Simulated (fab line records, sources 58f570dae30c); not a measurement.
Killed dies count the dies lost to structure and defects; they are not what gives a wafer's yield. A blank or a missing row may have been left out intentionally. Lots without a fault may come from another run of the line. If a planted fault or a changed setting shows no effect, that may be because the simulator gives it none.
Lot-split experiment | flow berkeley_cmos170 | route with 331 steps; 5 lots, 16 wafers read

ABOUT THE SPLIT
At UCB170_M3_COAT_10 (resist thk 900 nm), the setting spin_rpm was moved away from the recipe's 1500 rpm on 6 of the 16 wafers read, by -6.0% to +4.0%. The other wafers ran this setting at the recipe's value.

The reading comes from the split's own step.

THE READING
KrF_of_M3_COAT_10.thk_nm (the simulator's own value, which no gauge read), in nm, at UCB170_M3_COAT_10 (resist thk 900 nm). The file gives no usual value for it. The 10 wafers here that ran the recipe average 899.9 nm, standard deviation 3.2 nm.

wafer  | tool, chamber at the split | spin_rpm as run, rpm | against the recipe | KrF_of_M3_COAT_10.thk_nm, nm | against lot-mates on the recipe
L075.1 | litho_track-03, 0          | 1500                 | recipe             | 901.5                        | -
L075.5 | litho_track-03, 0          | 1560                 | +4.0%              | 885.4                        | -17.3
L075.6 | litho_track-03, 0          | 1500                 | recipe             | 903.9                        | -
L078.1 | litho_track-02, 0          | 1500                 | recipe             | 899.5                        | -
L078.5 | litho_track-02, 0          | 1500                 | recipe             | 899.3                        | -
L078.6 | litho_track-02, 0          | 1500                 | recipe             | 904.6                        | -
L082.1 | litho_track-04, 0          | 1500                 | recipe             | 901.3                        | -
L082.2 | litho_track-04, 0          | 1500                 | recipe             | 896.8                        | -
L082.3 | litho_track-04, 0          | 1542                 | +2.8%              | 889.9                        | -9.1
L085.1 | litho_track-04, 0          | 1410                 | -6.0%              | 926.4                        | +26.7
L085.2 | litho_track-04, 0          | 1500                 | recipe             | 900.6                        | -
L085.4 | litho_track-04, 0          | 1500                 | recipe             | 898.8                        | -
L085.5 | litho_track-04, 0          | 1410                 | -6.0%              | 924.5                        | +24.8
L085.6 | litho_track-04, 0          | 1410                 | -6.0%              | 927                          | +27.3
L084.4 | litho_track-04, 0          | 1464                 | -2.4%              | 905.7                        | +12.9
L084.6 | litho_track-04, 0          | 1500                 | recipe             | 892.8                        | -

THE FIT
A straight line over all 16 wafers: KrF_of_M3_COAT_10.thk_nm changes by -4.11 nm for each +1% of spin_rpm; r = -0.97; the points scatter about the line by 3.1 nm.
The same after taking each lot's own level away (the mean of its wafers on the recipe; 16 wafers): -4.31 nm for each +1%; r = -0.99; scatter 1.9 nm.
According to that fit, moving spin_rpm by its largest amount changes the reading by 26 nm.
From 892.80 to 902.70 nm: that is the span of the lots' own levels, equal to 3.1 times the standard deviation above.
So the lot-to-lot level changes the slope little: the two slopes agree.
Check: +26.1 nm against its lot-mates is what the line predicts for one of the wafers moved furthest among these (-6.0%) when that wafer is left out of the fit. It came out at +26.7 nm against them.

OTHER SPLITS ON THESE WAFERS
Other splits were also applied to these wafers ahead of the reading. Each is held against what the fit with the lots' levels taken away leaves over:
other split on the same wafers | wafers away from the commonest value | r with KrF_of_M3_COAT_10.thk_nm (lot level and that fit taken away)
UCB170_V2_PEB_10 peb_temp_c    | 4                                    | -0.26
UCB170_M3_SPUTTER_01 power_w   | 2                                    | -0.03

FILE'S OWN FIT
KrF_of_M3_COAT_10.thk_nm changes by -4.32 nm for each +1% of spin_rpm, r = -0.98.
